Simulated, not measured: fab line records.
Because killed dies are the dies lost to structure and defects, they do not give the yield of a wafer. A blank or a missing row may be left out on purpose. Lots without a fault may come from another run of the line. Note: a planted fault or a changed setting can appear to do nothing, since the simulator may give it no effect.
Matching of chambers / flow berkeley_cmos170 / UCB170_GATE_ETCH_14 on rie_diel-01 has 4 sister chambers
The step etches BARC in N2/H2. 8 wafers are shown with their chamber, then 7 later ones without.

## WAFERS WITH THEIR CHAMBER
wafer=L363.4; chamber=3; drypump_motor_current_A (A)=6.1; throttle_valve_pct (%)=13.40
wafer=L363.5; chamber=0; drypump_motor_current_A (A)=5.7; throttle_valve_pct (%)=13.30
wafer=L363.6; chamber=1; drypump_motor_current_A (A)=4.7; throttle_valve_pct (%)=13.14
wafer=L365.1; chamber=2; drypump_motor_current_A (A)=4.8; throttle_valve_pct (%)=13.51
wafer=L365.3; chamber=1; drypump_motor_current_A (A)=4.7; throttle_valve_pct (%)=13.16
wafer=L365.5; chamber=0; drypump_motor_current_A (A)=5.8; throttle_valve_pct (%)=13.30
wafer=L367.1; chamber=2; drypump_motor_current_A (A)=4.9; throttle_valve_pct (%)=13.49
wafer=L367.2; chamber=3; drypump_motor_current_A (A)=6.1; throttle_valve_pct (%)=13.39

## WAFERS WITHOUT THEIR CHAMBER
wafer=L367.5; drypump_motor_current_A (A)=5.8; throttle_valve_pct (%)=13.29
wafer=L370.1; drypump_motor_current_A (A)=6.1; throttle_valve_pct (%)=13.37
wafer=L370.2; drypump_motor_current_A (A)=5.8; throttle_valve_pct (%)=13.30
wafer=L370.3; drypump_motor_current_A (A)=4.8; throttle_valve_pct (%)=13.50
wafer=L366.2; drypump_motor_current_A (A)=5.8; throttle_valve_pct (%)=13.30
wafer=L366.4; drypump_motor_current_A (A)=4.9; throttle_valve_pct (%)=13.50
wafer=L366.6; drypump_motor_current_A (A)=5.8; throttle_valve_pct (%)=13.29

## CHAMBER TAKEN BY EACH
wafer=L367.5; from the rows above=0; in truth=0
wafer=L370.1; from the rows above=3; in truth=3
wafer=L370.2; from the rows above=0; in truth=0
wafer=L370.3; from the rows above=2; in truth=2
wafer=L366.2; from the rows above=0; in truth=0
wafer=L366.4; from the rows above=2; in truth=2
wafer=L366.6; from the rows above=0; in truth=0
7 of 7 placed correctly. Number that these rows cannot place: 0. Placed wrongly: 0.
How it was worked out, from the rows above alone: a wafer's distance from a chamber is the root of the sum, over the readings, of the square of ((its reading less the chamber's mean) divided by the reading's scatter). The wafer belongs to the nearest chamber; if the next one is less than 2 further off, it can't be placed. A chamber's mean is the mean of its shown wafers. The scatter: take each reading less its chamber's mean, square it, sum over the shown wafers, divide by the number of wafers less the number of chambers, and take the root.
